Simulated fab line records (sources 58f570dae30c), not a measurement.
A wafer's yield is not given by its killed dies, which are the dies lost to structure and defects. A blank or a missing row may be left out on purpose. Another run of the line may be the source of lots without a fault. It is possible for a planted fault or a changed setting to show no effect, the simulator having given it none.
Matching of chambers / flow berkeley cmos170 / 4 sister chambers for UCB170_V1_CMP_02 on cmp-02
The step polishes SiO2. 4 wafers are shown with their chamber, then 8 later ones without.

## WAFERS, EACH WITH ITS CHAMBER
wafer=L176.6; chamber=0; motor current A (A)=16.7
wafer=L178.4; chamber=1; motor current A (A)=16.0
wafer=L179.5; chamber=2; motor current A (A)=17.3
wafer=L192.1; chamber=3; motor current A (A)=15.7

## WAFERS WHOSE CHAMBER IS MISSING
wafer=L192.2; motor current A (A)=17.3
wafer=L192.3; motor current A (A)=15.5
wafer=L191.3; motor current A (A)=17.4
wafer=L191.4; motor current A (A)=14.4
wafer=L191.6; motor current A (A)=17.4
wafer=L193.3; motor current A (A)=15.7
wafer=L193.4; motor current A (A)=16.1
wafer=L193.6; motor current A (A)=15.1

## CHAMBER TAKEN BY EACH
wafer=L192.2; from the rows above=can't be placed: 2 or 0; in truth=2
wafer=L192.3; from the rows above=can't be placed: 3 or 1 or 0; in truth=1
wafer=L191.3; from the rows above=can't be placed: 2 or 0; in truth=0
wafer=L191.4; from the rows above=can't be placed: 3 or 1 or 0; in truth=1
wafer=L191.6; from the rows above=can't be placed: 2 or 0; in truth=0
wafer=L193.3; from the rows above=can't be placed: 3 or 1 or 0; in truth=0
wafer=L193.4; from the rows above=can't be placed: 1 or 3 or 0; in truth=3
wafer=L193.6; from the rows above=can't be placed: 3 or 1 or 0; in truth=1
Correctly placed: 0 of 8. These rows do not allow placing 8 (true chamber among the candidates in 8). Wrongly placed: 0.
How it was worked out, from the rows above alone: a wafer's distance from a chamber is the root of the sum, over the readings, of the square of ((its reading less the chamber's mean) divided by the reading's scatter). The wafer belongs to the nearest chamber; if the next one is less than 2 further off, it can't be placed. A chamber's mean is the mean of its shown wafers. The scatter: with one shown wafer a chamber, the root of the mean of the squares of how far each hidden wafer lies from its nearest shown one.
